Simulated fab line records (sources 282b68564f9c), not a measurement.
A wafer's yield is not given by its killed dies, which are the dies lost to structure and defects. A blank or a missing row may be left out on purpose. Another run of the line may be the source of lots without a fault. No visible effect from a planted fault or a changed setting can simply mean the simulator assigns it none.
Which tool was responsible? + flow rit-cmos + 13 lots (39 wafers sampled), 1 step of a 202-step route

## WHAT THE GAUGES READ, wafer by wafer
Not one reading of a measure or inspect step in the record can be checked against a usual standard deviation.

## WHAT TOOL EACH LOT RAN ON (gives the tool, then ch and the chambers of the sampled wafers, and finally the start)
| lot  | RIT_PRETRO_STRIP_09                 |
|------|-------------------------------------|
| L740 | plasma-asher-02 ch 1, day 2 08:45   |
| L741 | plasma-asher-03 ch 0,1, day 2 12:20 |
| L742 | plasma-asher-03 ch 1, day 2 18:05   |
| L743 | plasma-asher-03 ch 0,1, day 2 23:29 |
| L744 | plasma-asher-03 ch 0,1, day 3 04:29 |
| L745 | plasma-asher-03 ch 0,1, day 3 08:47 |
| L747 | plasma-asher-03 ch 0,1, day 3 19:03 |
| L748 | plasma-asher-03 ch 0,1, day 3 23:10 |
| L753 | plasma-asher-03 ch 0, day 5 00:41   |
| L755 | plasma-asher-02 ch 1, day 5 10:16   |
| L760 | plasma-asher-02 ch 0,1, day 6 11:48 |
| L761 | plasma-asher-02 ch 0,1, day 6 16:51 |
| L762 | plasma-asher-02 ch 0,1, day 6 21:49 |
- RIT_PRETRO_STRIP_09: strips in O2, time 180 s.

## AS READ BY THE TOOLS THEMSELVES (means over the sampled wafers that have a number; for cases with no such wafer, the mark the record gives instead)
RIT_PRETRO_STRIP_09. Usual: chamber-pressure-mTorr 4000 mTorr, standard deviation 3.2; drypump-motor-current-A 5.7 A, standard deviation 0.42; rf-refl-power-W 7.8 W, standard deviation 1.6; run-length-s 208.4 s, standard deviation 0.41.
| lot  | tool            | chamber-pressure-mTorr (mTorr) | drypump-motor-current-A (A) | rf-refl-power-W (W) | run-length-s (s) | flag |
|------|-----------------|--------------------------------|-----------------------------|---------------------|------------------|------|
| L740 | plasma-asher-02 | 4005                           | 5.5                         | 8.8                 | 209.3            |      |
| L741 | plasma-asher-03 | 4003                           | 5.8                         | 7.6                 | 208.4            |      |
| L742 | plasma-asher-03 | 4000                           | 5.5                         | 6.3                 | 208.4            |      |
| L743 | plasma-asher-03 | 4004                           | 5.8                         | 7.4                 | 208.5            |      |
| L744 | plasma-asher-03 | 4000                           | 6.0                         | 8.4                 | 208.7            |      |
| L745 | plasma-asher-03 | 3998                           | 6.0                         | 8.6                 | 208.6            |      |
| L747 | plasma-asher-03 | 3999                           | 5.8                         | 7.5                 | 208.4            |      |
| L748 | plasma-asher-03 | 4000                           | 6.1                         | 8.8                 | 208.3            |      |
| L753 | plasma-asher-03 | 4001                           | 6.3                         | 9.8                 | 27.4             | OFF  |
| L755 | plasma-asher-02 | 4000                           | 5.5                         | 8.9                 | 208.9            |      |
| L760 | plasma-asher-02 | 4003                           | 5.4                         | 8.1                 | 208.6            |      |
| L761 | plasma-asher-02 | 4004                           | 5.3                         | 7.0                 | 208.4            |      |
| L762 | plasma-asher-02 | 4002                           | 5.3                         | 7.2                 | 208.1            |      |

## THE ANSWER, worked out from the rows above alone
Rule: a lot is off if the mean of its wafers that have a number lies more than 3 standard deviations from the usual mean. Also off: a lot with no number at a reading for which 4 or more lots have one. All remaining lots with rows at the step are treated as sound. Order of review: gauges by route order, followed by the tools' own readings, for which a lot's mean as printed above is used. The first step at which some lot is off is used, and at that step the reading that is off furthest; a lot without a number counts as furthest.
Off: L753, at RIT_PRETRO_STRIP_09 (run-length-s).
A tool fits if, at that step or a process step before it, it ran every lot that is off, and no sound lot after the first of them. One fits: plasma-asher-03 at RIT_PRETRO_STRIP_09. Its last sound lot is L748 (day 3 23:10), its first lot that is off L753 (day 5 00:41): a fault that began between those two fits.
On the lots that are off, the tool's own readings at RIT_PRETRO_STRIP_09 differ by more than 5 times the standard deviation of the sound lots' means, which bears it out; run-length-s reads 27.4 s there versus 208.6 s on the sound lots.

## WHAT THE SIMULATOR PUT IN
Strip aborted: plasma-asher-03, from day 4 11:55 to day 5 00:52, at RIT_PRETRO_STRIP_09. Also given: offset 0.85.
Shown lots that were struck: L753. The same result came from the rule above.
